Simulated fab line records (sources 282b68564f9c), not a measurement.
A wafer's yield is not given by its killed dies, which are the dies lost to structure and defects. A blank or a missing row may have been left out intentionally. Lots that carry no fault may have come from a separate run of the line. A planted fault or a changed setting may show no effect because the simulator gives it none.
fab line records	flow rit_cmos
record lots=6	wafers=18	last_day=7
route steps=202 shown REOX@99 NLDD@103 PLDD@114 SPACER@125 NSD@131 M1@202
lots untouched by any fault: they come from a run of this same line in which no faults occurred
start_h: hours from the record's opening day to when the first of the lot's shown wafers began	wait_h: hours from the lot's prior step to this one	" identical to the entry in the row above	L1.1+2: a row that stands for several wafers	- no value, or no start was given	* or withheld: withheld	< > ~ a bound
route shown NAME@n: names a module that has steps shown in the file, with the first one's number in the route	usual: average and standard deviation across the fault-free wafers	same: alike in all rows	chamber/n: place in a boat	sites: per-site readings	_std_site: how widely they spread, as a standard deviation	_edge_site: mean of outer sites minus mean of inner sites	radius_mm: how far each site lies from the wafer's centre	mask NAME#n: copy n	behind: tool/chamber where the wafer was last shaped	hold: cause of the lot's hold/its duration in hours/its outcome	device: whichever transistor did not switch (one of n, p or np)	end of line: tests run on the same wafers once the route is complete	where a step has no rows: the recipe by itself	killed: count of dies lost to structure and defects at first sort (not the wafer's yield)	map: dies across one wafer; x = killed, . = not, _ = none there
set.NAME: the setting the step ran with; set.NAME@STEP: the setting that earlier step ran with	model.NAME: the simulator's own value behind a step, which no gauge read
lots at some steps of the route; a table a step, a row a wafer
services: a tool's chamber out of use, with start hour (start_h, from the record's first day; less than 0 if before it), hours out, and reason
## steps
# step RIT_REOX_CLEAN_01
# recipe chemistry=dHF	dilution=50:1	time_s=30
# step RIT_REOX_CLEAN_02
# recipe chemistry=SC2	mix=3:3:50	time_s=600	temp_c=75	dry=n2_spin
# step RIT_REOX_OXIDATION_03
# recipe temp_c=900	ambient=O2	target_thk_a=252	ox_time_s=5580
# step RIT_REOX_THK_MEAS_04
# recipe reads=SiO2_of_REOX_OXIDATION_03
# usual REOX_OXIDE_THK=24.8/0.57
lot.wafer	tool	chamber	start_h	wait_h	REOX_OXIDE_THK[nm]
L481.1	film_metro-02	-	65.12	0.0	25.4
L481.3	"	-	"	"	25.5
L481.4	"	-	"	"	25.8
L489.1	film_metro-04	-	106.00	0.0	24.9
L489.5	"	-	"	"	24.7
L489.6	"	-	"	"	24.6
L490.4	film_metro-04	-	108.51	0.0	24.9
L490.5	"	-	"	"	24.3
L490.6	"	-	"	"	24.9
L493.1	film_metro-04	-	124.60	0.0	24.5
L493.2	"	-	"	"	24.9
L493.4	"	-	"	"	25.0
L497.2	film_metro-04	-	145.55	0.0	24.0
L497.5	"	-	"	"	24.2
L497.6	"	-	"	"	24.0
L500.2	film_metro-03	-	157.10	0.0	25.1
L500.3	"	-	"	"	25.3
L500.6	"	-	"	"	24.7
# step RIT_NLDD_HMDS_00
# recipe prime_time_s=60	prime_temp_c=140
# step RIT_NLDD_COAT_01
# recipe resist=NOVOLAK	spin_rpm=3250	resist_thk_nm=1000
# step RIT_NLDD_SOFTBAKE_02
# recipe resist=NOVOLAK	temp_c=90	time_s=60
# step RIT_NLDD_EXPOSE_03
# recipe mask_id=M7	na=0.57	target_cd_nm=40700	dose_mj=250
# step RIT_NLDD_PEB_04
# recipe resist=NOVOLAK	temp_c=withheld	time_s=withheld
# step RIT_NLDD_DEVELOP_05
# recipe resist=NOVOLAK	develop_time_s=50	dev_temp_c=23
# step RIT_NLDD_OVL_MEAS_06
# usual NLDD_OVL=0.1/1.4
lot.wafer	tool	chamber	start_h	wait_h	NLDD_OVL[nm]
L481.1	overlay-01	-	66.07	-	0.3
L481.3	"	-	"	"	1.5
L481.4	"	-	"	"	0.6
L489.1	overlay-01	-	107.03	-	-1.4
L489.5	"	-	"	"	1.4
L489.6	"	-	"	"	0.9
L490.4	overlay-02	-	109.61	-	1.6
L490.5	"	-	"	"	1.2
L490.6	"	-	"	"	0.8
L493.1	overlay-02	-	125.64	-	0.6
L493.2	"	-	"	"	0.0
L493.4	"	-	"	"	2.5
L497.2	overlay-02	-	146.58	-	0.2
L497.5	"	-	"	"	-0.6
L497.6	"	-	"	"	-1.4
L500.2	overlay-01	-	158.00	-	1.0
L500.3	"	-	"	"	-3.6
L500.6	"	-	"	"	-2.4
# step RIT_NLDD_HARDBAKE_07
# recipe resist=NOVOLAK	temp_c=140	time_s=60
# step RIT_NLDD_IMPLANT_08
# recipe species=P	energy_kev=20	dose_cm2=5e+14	tilt_deg=7
# usual dose_ions_cm2=5e+14/5.8e+11
lot.wafer	tool	chamber	start_h	wait_h	dose_ions_cm2
L481.1	implanter-04	0	66.51	0.1	5.004e+14
L481.3	"	0	"	"	4.993e+14
L481.4	"	0	"	"	4.996e+14
L489.1	implanter-04	0	107.22	0.1	5.004e+14
L489.5	"	0	"	"	4.999e+14
L489.6	"	0	"	"	4.995e+14
L490.4	implanter-01	0	109.86	0.1	5.001e+14
L490.5	"	0	"	"	4.992e+14
L490.6	"	0	"	"	4.984e+14
L493.1	implanter-02	0	125.83	0.1	4.993e+14
L493.2	"	0	"	"	4.996e+14
L493.4	"	0	"	"	4.995e+14
L497.2	implanter-04	0	146.78	0.1	4.999e+14
L497.5	"	0	"	"	5.003e+14
L497.6	"	0	"	"	5.008e+14
L500.2	implanter-04	0	158.21	0.1	4.997e+14
L500.3	"	0	"	"	5.001e+14
L500.6	"	0	"	"	5.002e+14
# step RIT_NLDD_STRIP_09
# recipe chemistry=O2	time_s=180	resist=NOVOLAK	platen_temp_c=withheld	power_w=500	pressure_mtorr=4000	o2_flow_sccm=4000
# usual drypump_motor_current_A=6.00/0.28
lot.wafer	tool	chamber	start_h	wait_h	drypump_motor_current_A	rf_hours_counter_h
L481.1	plasma_asher-02	0	66.66	0.1	6.36	43
L481.3	"	1	"	"	5.92	-
L481.4	"	0	"	"	6.33	-
L489.1	plasma_asher-02	1	107.37	0.1	5.92	47
L489.5	"	0	"	"	6.35	-
L489.6	"	1	"	"	5.93	-
L490.4	plasma_asher-02	0	109.99	0.1	6.31	-
L490.5	"	1	"	"	5.95	-
L490.6	"	0	"	"	6.32	-
L493.1	plasma_asher-03	1	125.98	0.1	5.80	33
L493.2	"	0	"	"	5.94	33
L493.4	"	1	"	"	5.80	-
L497.2	plasma_asher-02	0	146.91	0.1	6.33	52
L497.5	"	0	"	"	6.32	-
L497.6	"	1	"	"	5.92	-
L500.2	plasma_asher-02	1	158.33	0.1	5.96	53
L500.3	"	0	"	"	6.34	-
L500.6	"	1	"	"	5.94	-
# step RIT_NLDD_TW_MEAS_10
# usual NLDD_TW=2490/26
lot.wafer	tool	chamber	start_h	wait_h	NLDD_TW
L481.1	film_metro-01	-	66.83	0.1	2471
L481.3	"	-	"	"	2459
L481.4	"	-	"	"	2475
L489.1	film_metro-04	-	107.54	0.1	2503
L489.5	"	-	"	"	2503
L489.6	"	-	"	"	2503
L490.4	film_metro-03	-	110.14	0.1	2528
L490.5	"	-	"	"	2537
L490.6	"	-	"	"	2547
L493.1	film_metro-01	-	126.15	0.1	2463
L493.2	"	-	"	"	2454
L493.4	"	-	"	"	2461
L497.2	film_metro-01	-	147.09	0.1	2436
L497.5	"	-	"	"	2453
L497.6	"	-	"	"	2448
L500.2	film_metro-03	-	158.52	0.1	2503
L500.3	"	-	"	"	2477
L500.6	"	-	"	"	2490
# step RIT_PLDD_HMDS_00
# recipe prime_time_s=60	prime_temp_c=140
# step RIT_PLDD_COAT_01
# recipe resist=NOVOLAK	spin_rpm=3250	resist_thk_nm=1000
# step RIT_PLDD_SOFTBAKE_02
# recipe resist=NOVOLAK	temp_c=90	time_s=60
# step RIT_PLDD_EXPOSE_03
# recipe mask_id=M8	na=0.57	target_cd_nm=40900	dose_mj=250
# step RIT_PLDD_PEB_04
# recipe resist=NOVOLAK	temp_c=withheld	time_s=withheld
# step RIT_PLDD_DEVELOP_05
# recipe resist=NOVOLAK	develop_time_s=50	dev_temp_c=23
# step RIT_PLDD_OVL_MEAS_06
# usual PLDD_OVL=0.3/1.2
lot.wafer	tool	chamber	start_h	wait_h	PLDD_OVL[nm]
L481.1	overlay-01	-	67.74	-	-0.8
L481.3	"	-	"	"	-0.4
L481.4	"	-	"	"	0.6
L489.1	overlay-02	-	108.45	-	1.4
L489.5	"	-	"	"	1.0
L489.6	"	-	"	"	0.0
L490.4	overlay-01	-	111.03	-	-0.2
L490.5	"	-	"	"	-0.5
L490.6	"	-	"	"	-1.9
L493.1	overlay-02	-	127.06	-	1.2
L493.2	"	-	"	"	0.0
L493.4	"	-	"	"	1.6
L497.2	overlay-01	-	148.13	-	-1.8
L497.5	"	-	"	"	-1.3
L497.6	"	-	"	"	-1.6
L500.2	overlay-02	-	159.55	-	1.5
L500.3	"	-	"	"	1.6
L500.6	"	-	"	"	0.0
# step RIT_PLDD_HARDBAKE_07
# recipe resist=NOVOLAK	temp_c=140	time_s=60
# step RIT_PLDD_IMPLANT_08
# recipe species=BF2	energy_kev=20	dose_cm2=9e+14	tilt_deg=7
# step RIT_PLDD_STRIP_09
# recipe chemistry=O2	time_s=180	resist=NOVOLAK	platen_temp_c=withheld	power_w=500	pressure_mtorr=4000	o2_flow_sccm=4000
# usual drypump_motor_current_A=5.8/0.52
lot.wafer	tool	chamber	start_h	wait_h	drypump_motor_current_A	rf_hours_counter_h
L481.1	plasma_asher-01	1	68.08	0.1	6.3	43
L481.3	"	0	"	"	5.1	-
L481.4	"	1	"	"	6.3	-
L489.1	plasma_asher-01	1	108.79	0.1	6.3	47
L489.5	"	0	"	"	5.0	-
L489.6	"	1	"	"	6.2	-
L490.4	plasma_asher-02	1	111.41	0.1	5.9	-
L490.5	"	1	"	"	5.9	-
L490.6	"	0	"	"	6.3	-
L493.1	plasma_asher-01	1	127.40	0.1	6.3	50
L493.2	"	0	"	"	5.0	50
L493.4	"	0	"	"	5.0	-
L497.2	plasma_asher-01	0	148.46	0.1	5.1	52
L497.5	"	1	"	"	6.3	-
L497.6	"	0	"	"	5.1	-
L500.2	plasma_asher-01	1	159.88	0.1	6.3	54
L500.3	"	1	"	"	6.2	-
L500.6	"	1	"	"	6.3	-
# step RIT_PLDD_TW_MEAS_10
# usual PLDD_TW=2361/18
lot.wafer	tool	chamber	start_h	wait_h	PLDD_TW
L481.1	film_metro-03	-	68.25	0.1	2363
L481.3	"	-	"	"	2377
L481.4	"	-	"	"	2366
L489.1	film_metro-01	-	108.96	0.1	2327
L489.5	"	-	"	"	2332
L489.6	"	-	"	"	2327
L490.4	film_metro-01	-	111.56	0.1	2337
L490.5	"	-	"	"	2318
L490.6	"	-	"	"	2328
L493.1	film_metro-04	-	127.57	0.1	2368
L493.2	"	-	"	"	2366
L493.4	"	-	"	"	2391
L497.2	film_metro-03	-	148.64	0.1	2360
L497.5	"	-	"	"	2364
L497.6	"	-	"	"	2351
L500.2	film_metro-03	-	160.06	0.1	2372
L500.3	"	-	"	"	2360
L500.6	"	-	"	"	2369
# step RIT_SPACER_CLEAN_00
# recipe chemistry=SC1	mix=3:3:50	time_s=600	temp_c=75
# step RIT_SPACER_CLEAN_01
# recipe chemistry=dHF	dilution=50:1	time_s=30
# step RIT_SPACER_CLEAN_02
# recipe chemistry=SC2	mix=3:3:50	time_s=600	temp_c=75	dry=n2_spin
# step RIT_SPACER_CVD_03
# recipe material=Si3N4	target_thk_nm=250	temp_c=810	precursor=SiH2Cl2/NH3	time_s=3300	pressure_mtorr=300	sih2cl2_flow_sccm=60	nh3_flow_sccm=150
# step RIT_SPACER_THK_MEAS_04
# recipe reads=Si3N4_of_SPACER_CVD_03
# usual SPACER_NITRIDE_THK=248.8/2.2
lot.wafer	tool	chamber	start_h	wait_h	SPACER_NITRIDE_THK[nm]
L481.1	film_metro-04	-	70.60	0.0	248.1
L481.3	"	-	"	"	250.6
L481.4	"	-	"	"	248.5
L489.1	film_metro-02	-	111.34	0.0	249.0
L489.5	"	-	"	"	246.1
L489.6	"	-	"	"	248.1
L490.4	film_metro-01	-	113.90	0.0	254.5
L490.5	"	-	"	"	251.8
L490.6	"	-	"	"	252.4
L493.1	film_metro-04	-	131.09	0.0	252.3
L493.2	"	-	"	"	252.9
L493.4	"	-	"	"	252.0
L497.2	film_metro-04	-	151.01	0.0	247.2
L497.5	"	-	"	"	247.2
L497.6	"	-	"	"	247.8
L500.2	film_metro-02	-	162.44	0.0	246.1
L500.3	"	-	"	"	247.5
L500.6	"	-	"	"	248.4
# step RIT_SPACER_ETCHBACK_05
# recipe target_depth_a=2500	SF6_flow_sccm=30	CHF3_flow_sccm=30	target=Si3N4	chemistry=SF6/CHF3	pressure_mtorr=40	rf_w=250	time_s=240	stop_on=SiO2
# usual drypump_motor_current_A=5.9/0.49	oes_product_au=0.845/0.012	rf_fwd_power_W=249.4/0.8	throttle_valve_pct=10.27/0.15
lot.wafer	tool	chamber	start_h	wait_h	drypump_motor_current_A	oes_product_au	rf_fwd_power_W	rf_hours_counter_h	throttle_valve_pct
L481.1	rie_diel-01	3	70.66	0.1	5.8	0.852	249.1	8	10.37
L481.3	"	1	"	"	5.1	0.862	249.2	55	10.22
L481.4	"	3	"	"	5.8	0.858	249.7	-	10.38
L489.1	rie_diel-04	3	111.40	0.1	5.7	0.846	248.3	1	10.33
L489.5	"	0	"	"	5.7	0.848	249.6	-	10.37
L489.6	"	1	"	"	5.1	0.854	249.4	-	10.00
L490.4	rie_diel-03	2	114.01	0.1	6.5	0.860	248.9	-	10.49
L490.5	"	0	"	"	6.0	0.826	251.2	-	10.02
L490.6	"	1	"	"	6.3	0.847	247.8	-	10.25
L493.1	rie_diel-03	0	131.15	0.1	6.0	0.823	250.3	132	10.04
L493.2	"	3	"	"	5.8	0.857	249.1	0	10.31
L493.4	"	2	"	"	6.5	0.857	249.6	11	10.50
L497.2	rie_diel-01	0	151.06	0.0	6.1	0.837	249.2	25	10.36
L497.5	"	3	"	"	5.8	0.850	248.7	-	10.39
L497.6	"	2	"	"	6.5	0.819	249.6	-	10.18
L500.2	rie_diel-01	3	162.49	0.0	5.8	0.846	248.1	10	10.38
L500.3	"	2	"	"	6.5	0.840	249.0	27	10.17
L500.6	"	2	"	"	6.5	0.832	249.4	-	10.17
# step RIT_NSD_HMDS_00
# recipe prime_time_s=60	prime_temp_c=140
# step RIT_NSD_COAT_01
# recipe resist=NOVOLAK	spin_rpm=3250	resist_thk_nm=1000
# step RIT_NSD_SOFTBAKE_02
# recipe resist=NOVOLAK	temp_c=90	time_s=60
# step RIT_NSD_EXPOSE_03
# recipe mask_id=M9	na=0.57	target_cd_nm=40700	dose_mj=250
# step RIT_NSD_PEB_04
# recipe resist=NOVOLAK	temp_c=withheld	time_s=withheld
# step RIT_NSD_DEVELOP_05
# recipe resist=NOVOLAK	develop_time_s=50	dev_temp_c=23
# step RIT_NSD_OVL_MEAS_06
# usual NSD_OVL=0.1/1.6
lot.wafer	tool	chamber	start_h	wait_h	NSD_OVL[nm]
L481.1	overlay-01	-	71.66	-	-0.6
L481.3	"	-	"	"	-0.8
L481.4	"	-	"	"	-0.8
L489.1	overlay-01	-	112.40	-	2.7
L489.5	"	-	"	"	3.0
L489.6	"	-	"	"	1.9
L490.4	overlay-01	-	115.07	-	0.5
L490.5	"	-	"	"	-0.3
L490.6	"	-	"	"	0.0
L493.1	overlay-02	-	132.27	-	-1.7
L493.2	"	-	"	"	-1.3
L493.4	"	-	"	"	-0.9
L497.2	overlay-02	-	152.19	-	-0.9
L497.5	"	-	"	"	-0.4
L497.6	"	-	"	"	-2.4
L500.2	overlay-02	-	163.62	-	4.0
L500.3	"	-	"	"	2.2
L500.6	"	-	"	"	2.7
# step RIT_NSD_HARDBAKE_07
# recipe resist=NOVOLAK	temp_c=140	time_s=60
# step RIT_NSD_IMPLANT_08
# recipe species=P	energy_kev=25	dose_cm2=1e+15	tilt_deg=7
# step RIT_NSD_STRIP_09
# recipe chemistry=O2	time_s=180	resist=NOVOLAK	platen_temp_c=withheld	power_w=500	pressure_mtorr=4000	o2_flow_sccm=4000
# usual drypump_motor_current_A=5.9/0.41
lot.wafer	tool	chamber	start_h	wait_h	drypump_motor_current_A	rf_hours_counter_h
L481.1	plasma_asher-03	0	72.21	0.1	5.9	28
L481.3	"	0	"	"	5.9	-
L481.4	"	1	"	"	5.8	-
L489.1	plasma_asher-02	0	112.73	0.1	6.3	48
L489.5	"	0	"	"	6.3	-
L489.6	"	1	"	"	5.9	-
L490.4	plasma_asher-01	1	115.45	0.1	6.2	-
L490.5	"	1	"	"	6.2	-
L490.6	"	0	"	"	5.0	-
L493.1	plasma_asher-03	1	132.61	0.1	5.8	34
L493.2	"	0	"	"	5.9	34
L493.4	"	0	"	"	5.9	-
L497.2	plasma_asher-03	1	152.52	0.1	5.8	36
L497.5	"	1	"	"	5.8	-
L497.6	"	0	"	"	6.0	-
L500.2	plasma_asher-03	0	163.95	0.1	5.9	37
L500.3	"	1	"	"	5.8	-
L500.6	"	1	"	"	5.8	-
# step RIT_SDANNEAL_RS_MEAS_07
# recipe thk_meas_gauge=four-point-probe
# usual NLDD_RS=151.6/0.6
lot.wafer	tool	chamber	start_h	wait_h	NLDD_RS[ohm/sq]
L481.1	film_metro-04	-	74.70	0.1	151.2
L481.3	"	-	"	"	151.3
L481.4	"	-	"	"	151.5
L489.1	film_metro-01	-	115.30	0.1	151.8
L489.5	"	-	"	"	151.5
L489.6	"	-	"	"	151.4
L490.4	film_metro-04	-	118.03	0.1	151.3
L490.5	"	-	"	"	151.4
L490.6	"	-	"	"	151.0
L493.1	film_metro-03	-	135.05	0.1	151.3
L493.2	"	-	"	"	151.8
L493.4	"	-	"	"	151.2
L497.2	film_metro-01	-	155.21	0.1	157.9
L497.5	"	-	"	"	157.4
L497.6	"	-	"	"	157.5
L500.2	film_metro-04	-	166.44	0.1	157.3
L500.3	"	-	"	"	157.0
L500.6	"	-	"	"	155.8
# step RIT_M1_PROBE_99
# usual killed_at_contacts=0.1/0.24	killed_at_front_end=7/3.2	killed_dies=7/3.2	killed_open=3.6/2.1	killed_short=3.5/2
# same gross_dies=264	killed_at_M0_to_M3=0	killed_at_M4_up=0	killed_at_back_side=0	killed_at_other=0
lot.wafer	tool	chamber	start_h	wait_h	killed_at_contacts	killed_at_front_end	killed_dies	killed_open	killed_short	model.etest.nldd.rs_ohm_sq_range	model.etest.nmos_0p15.drive_ua_um_range	model.etest.nmos_0p15.vt_v_range
L481.1	prober-02	-	81.59	0.1	0	6	6	4	2	4.832	7.211	0.008443
L481.3	prober-02	-	81.69	0.2	0	7	7	2	5	5.651	12.89	0.005606
L481.4	prober-02	-	81.74	0.2	0	7	7	1	6	7.749	9.813	0.008508
L489.1	prober-02	-	122.51	0.1	0	7	7	4	3	11.48	12.03	0.003702
L489.5	prober-02	-	122.71	0.2	0	8	8	6	2	14.18	6.746	0.007292
L489.6	prober-02	-	122.76	0.2	0	5	5	3	2	9.34	11.35	0.008739
L490.4	prober-01	-	125.23	0.2	0	11	11	10	1	16.75	12	0.006653
L490.5	prober-01	-	125.28	0.2	0	9	9	4	5	14.6	13.37	0.004829
L490.6	prober-01	-	125.33	0.2	0	4	4	1	3	12.44	8.114	0.007448
L493.1	prober-02	-	142.41	0.1	0	4	4	1	3	14.05	12.22	0.009302
L493.2	prober-02	-	142.46	0.1	0	5	5	4	1	16.05	6.838	0.004701
L493.4	prober-02	-	142.56	0.2	1	9	10	6	4	7.994	11.49	0.005543
L497.2	prober-02	-	162.26	0.1	0	9	9	3	6	140.2	52.09	0.02048
L497.5	prober-02	-	162.41	0.2	0	10	10	3	7	139	56.63	0.01947
L497.6	prober-02	-	162.46	0.2	1	5	6	4	2	132.4	57.44	0.01867
L500.2	prober-01	-	173.73	0.1	0	2	2	1	1	130.9	60.83	0.01663
L500.3	prober-01	-	173.78	0.2	0	10	10	6	4	132	53.58	0.01904
L500.6	prober-01	-	173.93	0.2	0	9	9	5	4	143.9	53.08	0.0224
# killed by level:class
L481.1 GATE:geometric_particle:short=2 FOX1:geometric_particle:open=1 GATE:geometric_particle:open=1 SPACER:geometric_particle:open=1 SILICIDE:geometric_particle:open=1
L481.3 GATE:geometric_particle:short=4 ACTIVE:geometric_particle:open=1 SILICIDE:geometric_particle:short=1 SILICIDE:geometric_particle:open=1
L481.4 SPACER:geometric_particle:short=4 GATE:geometric_particle:short=2 SPACER:geometric_particle:open=1
L489.1 FOX1:geometric_particle:open=2 GATE:geometric_particle:short=1 GATE:geometric_particle:open=1 REOX:geometric_particle:short=1 SPACER:geometric_particle:short=1 SPACER:geometric_particle:open=1
L489.5 FOX1:geometric_particle:open=2 SILICIDE:geometric_particle:open=2 FOX1:geometric_particle:short=1 GATE:geometric_particle:open=1 SPACER:geometric_particle:short=1 SPACER:geometric_particle:open=1
L489.6 GATE:geometric_particle:open=2 GATE:geometric_particle:short=1 SPACER:geometric_particle:short=1 SPACER:geometric_particle:open=1
L490.4 GATE:geometric_particle:open=4 FOX2:geometric_particle:open=2 SILICIDE:geometric_particle:open=2 FOX1:geometric_particle:open=1 GATE:geometric_particle:short=1 REOX:geometric_particle:open=1
L490.5 GATE:geometric_particle:short=2 FOX1:geometric_particle:open=1 FOX2:geometric_particle:short=1 REOX:geometric_particle:open=1 SPACER:geometric_particle:short=1 SILICIDE:geometric_particle:open=1 SILICIDE:geometric_particle:short=1 STARTING-WAFER:geometric_particle:open=1
L490.6 GATE:geometric_particle:short=3 SPACER:geometric_particle:open=1
L493.1 SPACER:geometric_particle:short=2 GATE:geometric_particle:short=1 GATE:geometric_particle:open=1
L493.2 GATE:geometric_particle:open=3 FOX2:geometric_particle:open=1 SILICIDE:geometric_particle:short=1
L493.4 GATE:geometric_particle:open=4 GATE:geometric_particle:short=1 REOX:geometric_particle:open=1 SPACER:geometric_particle:open=1 SPACER:geometric_particle:short=1 SILICIDE:geometric_particle:short=1 CONTACT:geometric_particle:short=1
L497.2 GATE:geometric_particle:short=2 SPACER:geometric_particle:open=2 SPACER:geometric_particle:short=2 FOX1:geometric_particle:short=1 FOX2:geometric_particle:short=1 GATE:geometric_particle:open=1
L497.5 SILICIDE:geometric_particle:open=3 GATE:geometric_particle:short=2 SPACER:geometric_particle:short=2 SILICIDE:geometric_particle:short=2 REOX:geometric_particle:short=1
L497.6 GATE:geometric_particle:open=3 SPACER:geometric_particle:short=2 CONTACT:geometric_particle:open=1
L500.2 FOX2:geometric_particle:open=1 SILICIDE:geometric_particle:short=1
L500.3 FOX2:geometric_particle:open=3 GATE:geometric_particle:short=2 GATE:geometric_particle:open=1 REOX:geometric_particle:short=1 REOX:geometric_particle:open=1 SPACER:geometric_particle:short=1 SILICIDE:geometric_particle:open=1
L500.6 FOX1:geometric_particle:short=2 GATE:geometric_particle:open=2 SILICIDE:geometric_particle:short=2 REOX:geometric_particle:open=1 SPACER:geometric_particle:open=1 SILICIDE:geometric_particle:open=1
## services
tool	chamber	start_h	hours	kind
implanter-02	-	49.08	4.7	repair
rie_diel-04	2	55.60	5.4	repair
rie_diel-04	3	62.73	-	clean
rie_diel-04	3	62.73	14.3	scheduled_down
rie_diel-04	3	62.73	14.3	vent_cycle
implanter-02	-	76.74	31.7	pm
rie_diel-03	3	97.30	-	clean
rie_diel-03	3	97.30	18.0	scheduled_down
rie_diel-03	3	97.30	18.0	vent_cycle
plasma_asher-03	-	109.64	4.5	repair
rie_diel-03	-	115.02	1.0	repair
implanter-01	-	121.60	10.1	repair
implanter-04	-	122.77	2.6	repair
rie_diel-01	-	147.83	2.8	pm
## key
first_sign step=RIT_SDANNEAL_RS_MEAS_07	reading=NLDD_RS	direction=up	sigmas=9.3	usual=151.6	struck=157.2
effect none on later readings
model_effect step=RIT_M1_PROBE_99	value=etest.nldd.rs_ohm_sq_range	without=7.99	struck=136.4
met_at RIT_NLDD_IMPLANT_08
struck_wafers L497.2,L497.5,L497.6,L500.2,L500.3,L500.6
tester_left_out L497,L500
onset_between 107.22 146.78
also_fits time
earlier_fault kind=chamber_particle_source	tool=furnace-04	chamber=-	onset_h=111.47	steps=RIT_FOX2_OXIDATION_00	rate_per_visit_cm2=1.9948	end_h=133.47
fault kind=process_parameter_drift	tool=implanter-04	chamber=-	onset_h=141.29	steps=RIT_NLDD_IMPLANT_08	channel=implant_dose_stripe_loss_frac	offset=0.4	shape=step	end_h=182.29
# tester_left_out: of these lots the tester's yield and bins aren't shown, on N5 and GAA mostly nor the transistor test; their killed dies are dies lost to structure and defects alone, not to doping, threshold or leakage, so they don't give the yield
